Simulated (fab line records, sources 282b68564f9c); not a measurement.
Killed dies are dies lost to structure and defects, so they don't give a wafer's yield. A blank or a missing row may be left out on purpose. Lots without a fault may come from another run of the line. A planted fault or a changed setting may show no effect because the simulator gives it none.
Which tool did it? | flow rit_cmos | 14 lots, 42 wafers sampled, at 2 steps of a route of 202

WHAT THE GAUGES READ, wafer by wafer
The record holds no reading of a measuring or inspecting step that can be judged against a usual standard deviation.

WHICH TOOL RAN EACH LOT (tool, then ch and the chambers of the sampled wafers, then the start)
lot  | RIT_PWELL_STRIP_09                  | RIT_M1_PROBE_99
L554 | plasma_asher-01 ch 0,1, day 2 06:22 | -
L555 | plasma_asher-03 ch 0,1, day 2 10:31 | -
L556 | plasma_asher-01 ch 0,1, day 2 14:46 | -
L558 | plasma_asher-01 ch 0,1, day 2 21:30 | -
L561 | plasma_asher-01 ch 0,1, day 3 13:05 | -
L563 | plasma_asher-04 ch 0,1, day 3 22:14 | -
L568 | plasma_asher-01 ch 0,1, day 5 06:31 | prober-02, day 7 08:52
L569 | plasma_asher-01 ch 0,1, day 5 13:28 | prober-01, day 7 12:30
L570 | plasma_asher-04 ch 0,1, day 5 18:07 | -
L571 | plasma_asher-03 ch 0,1, day 6 03:28 | -
L573 | plasma_asher-04 ch 0,1, day 6 12:52 | -
L574 | plasma_asher-03 ch 0,1, day 6 14:08 | -
L575 | plasma_asher-04 ch 0,1, day 6 19:47 | -
L577 | plasma_asher-03 ch 0,1, day 6 20:29 | -
- RIT_PWELL_STRIP_09: strips in O2, time 180 s.
- RIT_M1_PROBE_99

WHAT THE TOOLS THEMSELVES READ (means of the sampled wafers that have a number; where no wafer has one, the mark that the record gives instead)
RIT_PWELL_STRIP_09. Usual: drypump_motor_current_A 6.0 A, standard deviation 0.65; o2_flow_sccm 3999 sccm, standard deviation 13.
lot  | tool            | drypump_motor_current_A (A) | o2_flow_sccm (sccm) | flag
L554 | plasma_asher-01 | 6.4                         | 3995                |
L555 | plasma_asher-03 | 5.6                         | 3997                |
L556 | plasma_asher-01 | 6.4                         | 4000                |
L558 | plasma_asher-01 | 6.4                         | 3997                |
L561 | plasma_asher-01 | 6.4                         | 3991                |
L563 | plasma_asher-04 | 6.1                         | 3991                |
L568 | plasma_asher-01 | 6.5                         | 4009                |
L569 | plasma_asher-01 | 6.1                         | 4008                |
L570 | plasma_asher-04 | 5.5                         | 4005                |
L571 | plasma_asher-03 | 5.6                         | 4001                |
L573 | plasma_asher-04 | 6.1                         | 3988                |
L574 | plasma_asher-03 | 5.6                         | 3999                |
L575 | plasma_asher-04 | 6.0                         | 4004                |
L577 | plasma_asher-03 | 5.7                         | 4006                |

RIT_M1_PROBE_99. Usual: killed_at_contacts 0.1, standard deviation 0.28; killed_at_front_end 7.1, standard deviation 2.8; killed_dies 7.1, standard deviation 2.9; killed_on_rim 1.9, standard deviation 1.5; killed_open 3.4, standard deviation 2; killed_short 3.6, standard deviation 2.1.
lot  | tool      | killed_at_contacts | killed_at_front_end | killed_dies | killed_on_rim | killed_open | killed_short | flag
L568 | prober-02 | 0.0                | 41.0                | 41.0        | 6.0           | 4.0         | 3.7          | OFF
L569 | prober-01 | 0.3                | 36.7                | 37.0        | 8.0           | 2.7         | 3.7          | OFF

THE ANSWER, worked out from the rows above alone
Rule: a lot is off if the mean of its wafers that have a number lies more than 3 standard deviations from the usual mean. A lot without any number at a reading at which 4 lots or more have one is off too. The other lots that the step has rows for count as sound. The gauges are gone through in route order, then the tools' own readings, and for those a lot's mean is taken as printed above. The first step at which some lot is off is used, and at that step the reading that is off furthest; a lot without a number counts as furthest.
Off: L568, L569, at RIT_M1_PROBE_99 (killed_at_front_end). Neither off nor sound, because the step has no rows for them: L554, L555, L556, L558, L561, L563, L570, L571, L573, L574, L575, L577.
A tool fits if, at that step or a process step before it, it ran every lot that is off, and no sound lot after the first of them. One fits: plasma_asher-01 at RIT_PWELL_STRIP_09. It ran no sound lot before its first lot that is off in this sample, so the start can't be narrowed down.

WHAT THE SIMULATOR HAD PUT IN
Chamber particle source: plasma_asher-01, from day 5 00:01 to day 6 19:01, at RIT_PWELL_STRIP_09. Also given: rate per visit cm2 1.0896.
Lots struck among those shown: L568, L569. The rule above found the same.
